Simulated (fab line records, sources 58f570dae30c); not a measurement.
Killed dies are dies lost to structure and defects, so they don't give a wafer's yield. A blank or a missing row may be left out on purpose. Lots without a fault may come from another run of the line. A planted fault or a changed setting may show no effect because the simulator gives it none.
The tool behind it: which one?    flow berkeleyCmos170    45 wafers from 15 lots sampled at 2 of the route's 331 steps

## WHAT EACH GAUGE READ, for each wafer
UCB170_PWELL_THK_MEAS_03. Usual: PWELL_OXIDE_THK typically reads 26.5 nm, with standard deviation 0.5.
lot   measured     on            PWELL_OXIDE_THK (nm)  flag
L715  day 2 19:15  filmMetro-03  26.6 26.2 26.6        
L716  day 2 19:14  filmMetro-02  27.1 27.6 27.5        
L717  day 3 07:34  filmMetro-01  29.7 29.9 30.1        OFF
L718  day 3 07:35  filmMetro-03  30.0 29.2 29.0        OFF
L719  day 3 07:34  filmMetro-02  30.2 30.2 30.1        OFF
L720  day 3 13:04  filmMetro-02  26.1 26.2 26.2        
L721  day 3 21:56  filmMetro-01  27.0 26.9 26.5        
L730  day 5 21:06  filmMetro-03  26.8 26.8 27.2        
L731  day 6 06:25  filmMetro-01  26.5 26.2 26.3        
L732  day 6 12:34  filmMetro-02  26.2 26.2 26.3        
L733  day 6 12:35  filmMetro-01  26.2 26.4 26.1        
L734  day 6 18:41  filmMetro-02  26.5 25.8 26.1        
L735  day 6 18:41  filmMetro-01  26.8 27.4 26.9        
L737  day 7 01:55  filmMetro-01  26.7 26.4 26.9        
L738  day 7 15:08  filmMetro-02  26.1 26.0 25.6        

## TOOL THAT RAN EACH LOT (tool first, then ch and the chambers of the sampled wafers, then the start)
lot   UCB170_PWELL_OXIDATION_02
L715  furnace-02 ch 0, day 2 17:53
L716  furnace-02 ch 0, day 2 17:53
L717  furnace-02 ch 0, day 3 06:13
L718  furnace-02 ch 0, day 3 06:13
L719  furnace-02 ch 0, day 3 06:13
L720  furnace-03 ch 0, day 3 11:41
L721  furnace-04 ch 0, day 3 20:35
L730  furnace-04 ch 0, day 5 19:44
L731  furnace-03 ch 0, day 6 05:04
L732  furnace-02 ch 0, day 6 11:13
L733  furnace-02 ch 0, day 6 11:13
L734  furnace-02 ch 0, day 6 17:19
L735  furnace-02 ch 0, day 6 17:19
L737  furnace-03 ch 0, day 7 00:34
L738  furnace-02 ch 0, day 7 13:46
- UCB170_PWELL_OXIDATION_02: target thk 26.4 nm, ox time 1260 s.

## WHAT THE TOOLS THEMSELVES READ (means of the sampled wafers that have a number; where no wafer has one, the mark that the record gives instead)
The record holds no such reading with a usual standard deviation.

## THE ANSWER, worked out from the rows above alone
Rule: a lot is off if the mean of its wafers that have a number lies more than 3 standard deviations from the usual mean. A lot without any number at a reading at which 4 lots or more have one is off too. Any other lot the step has rows for is counted as sound. Order of review: gauges by route order, followed by the tools' own readings, for which a lot's mean as printed above is used. At the first step where some lot is off, the reading lying furthest off is the one used; lots without a number count as furthest.
Off: L717, L718, L719, seen at UCB170_PWELL_THK_MEAS_03 (PWELL_OXIDE_THK).
A tool fits if, at a process step before that reading, it ran every lot that is off, and no sound lot after the first of them. The gauges at UCB170_PWELL_THK_MEAS_03 are tried like those tools. Not one of the candidates tried fits.

## WHAT THE SIMULATOR PUT IN
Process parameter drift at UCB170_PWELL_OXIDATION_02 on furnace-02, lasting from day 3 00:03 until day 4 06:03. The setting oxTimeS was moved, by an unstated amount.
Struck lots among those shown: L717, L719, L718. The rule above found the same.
